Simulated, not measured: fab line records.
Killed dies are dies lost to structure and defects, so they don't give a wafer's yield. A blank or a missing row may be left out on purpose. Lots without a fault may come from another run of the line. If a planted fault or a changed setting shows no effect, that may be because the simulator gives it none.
A lot that was struck, set against a sound lot | flow rit cmos | 27 steps out of a route of 202
Sound: these wafers, L321.3, L321.4, L321.6. Struck: wafer L332.6 (left out: L332.2, L332.5 of the same lot, which were not struck); the cause appears at the end.
At each step with rows: each side's tool, then ch and its chambers, then its first start. Under that, the readings that differ: sound wafers | struck wafers | difference of the means | sigmas: that difference in standard deviations of wafers without a fault.
alike: words and numbers the same on both sides, and readings whose means are apart by under 2 such deviations; not compared: readings that were withheld, readings missing a value for some wafer, numbers with overlapping values and no deviation given by the record, and bounds like >300 which may hide the same value.
A row with sigmas, a row that says differs or no value, or rows on one side alone: a step with any of these is where the two part. Numbers that have no deviation but don't overlap get no sigmas and don't part them. A reading missing from all wafers of one side parts the sides only when that side holds two or more wafers.

first, 4 steps without rows for these wafers: RIT_CONTACT_SOFTBAKE_04 (time 60 s); RIT_CONTACT_EXPOSE_05 (exposes mask M11, target cd 1000 nm); RIT_CONTACT_PEB_06; RIT_CONTACT_DEVELOP_07 (develop time 120 s).
RIT_CONTACT_CD_MEAS_08: target cd 1000 nm.
  sound: cd sem-01 at day 3 22:50; struck: cd sem-01 at day 5 22:01
  alike: cd nm
RIT_CONTACT_OVL_MEAS_09:
  sound: overlay-01 at day 3 22:55; struck: overlay-02 at day 5 22:07
  alike: CONTACT_OVL
then, 1 step without rows for these wafers: RIT_CONTACT_HARDBAKE_10 (time 60 s).
RIT_CONTACT_ETCH_11: etches SiO2 in CHF3/CF4/Ar, stops on TiSi2, target depth 480 nm, time 320 s.
  sound on rie diel-04 ch 0,2,3, day 3 23:06; struck on rie diel-04 ch 2, day 5 22:18
  alike: drypump motor current A, mfc ar sccm, oes product au, throttle valve pct
  not compared: rf hours counter h
RIT_CONTACT_STRIP_12: strips in O2, time 180 s.
  sound on plasma asher-01 ch 0,1, day 3 23:21; struck on plasma asher-02 ch 1, day 5 22:29
  alike: drypump motor current A
  not compared: rf hours counter h
RIT_CONTACT_CD_MEAS_90: target cd 1000 nm.
  sound: cd sem-02 at day 3 23:31; struck: cd sem-02 at day 5 22:41
  alike: cd nm
then, 2 steps without rows for these wafers: RIT_CONTACT_CLEAN_13 (cleans in SC1, time 600 s); RIT_CONTACT_CLEAN_14 (cleans in SC2, time 600 s).
RIT_M1_SPUTTER_00: material Al, target thk 400 nm, time 500 s.
  sound: pvd sputter-04 at day 3 23:58; struck: pvd sputter-02 at day 5 23:08
  reading                               | sound             | struck | difference | sigmas
  model.Al_of_M1_SPUTTER_00.thk nm (nm) | 400.1 396.2 397.1 | 409.3  | +11.5      |
  alike: cathode dc power W, throttle valve pct
RIT_M1_RS_MEAS_01: a four-point-probe measurement.
  sound: film metro-02 at day 4 00:18; struck: film metro-02 at day 5 23:27
  reading           | sound                | struck | difference | sigmas
  M1_AL_RS (ohm/sq) | 0.0734 0.0740 0.0737 | 0.0717 | -0.0020    | -3
RIT_M1_THK_MEAS_02: measures by xrf.
  sound: film metro-02 at day 4 00:24; struck: film metro-02 at day 5 23:34
  reading        | sound       | struck | difference | sigmas
  M1_AL_THK (nm) | 402 400 398 | 409    | +9         | +2
then, 6 steps without rows for these wafers: RIT_M1_HMDS_03 (prime time 60 s); RIT_M1_COAT_04 (resist thk 1300 nm); RIT_M1_SOFTBAKE_05 (time 60 s); RIT_M1_EXPOSE_06 (exposes mask M12, target cd 2600 nm); RIT_M1_PEB_07; RIT_M1_DEVELOP_08 (develop time 68 s).
RIT_M1_CD_MEAS_09: target cd 2600 nm.
  sound: cd sem-01 at day 4 01:23; struck: cd sem-02 at day 6 00:38
  alike: cd nm
RIT_M1_OVL_MEAS_10:
  sound: overlay-01 at day 4 01:29; struck: overlay-02 at day 6 00:44
  alike: M1_OVL
then, 1 step without rows for these wafers: RIT_M1_HARDBAKE_11 (time 120 s).
RIT_M1_METAL_ETCH_12: etches Al in Cl2/BCl3, stops on SiO2, time 165 s, target depth 600 nm.
  sound on rie metal-01 ch 0,1, day 4 01:49; struck on rie metal-02 ch 0, day 6 01:01
  reading                        | sound             | struck | difference | sigmas
  model.etch.depth nm (nm)       | 400.1 396.2 397.1 | 409.3  | +11.5      |
  model.M1.feature depth nm (nm) | 433.1 429.4 430.2 | 442    | +11        |
  alike: drypump motor current A, oes product au, throttle valve pct
  not compared: rf hours counter h
then, 1 step without rows for these wafers: RIT_M1_STRIP_13 (strips in nmp, time 600 s).
RIT_M1_PROBE_99:
  sound: prober-02 at day 4 04:07; struck: prober-02 at day 6 03:31
  reading                  | sound                   | struck  | difference | sigmas
  model.etest.m1.rs ohm sq | 0.07247 0.07333 0.07329 | 0.07128 | -0.00175   |
  alike: defect limited yield, killed at contacts, killed at front end, killed dies, killed open, killed short, sort_bin_3_pad_short, sort_bin_5_function, sort_bin_6_memory, sort n pass, sort yield pct

WHERE THEY PART
Last at RIT_M1_THK_MEAS_02 as far as this record goes, first at RIT_M1_RS_MEAS_01. Later steps at which nothing parts them and some readings are alike: RIT_M1_CD_MEAS_09, RIT_M1_OVL_MEAS_10, RIT_M1_METAL_ETCH_12, RIT_M1_PROBE_99.

WHY: the cause the simulator had injected
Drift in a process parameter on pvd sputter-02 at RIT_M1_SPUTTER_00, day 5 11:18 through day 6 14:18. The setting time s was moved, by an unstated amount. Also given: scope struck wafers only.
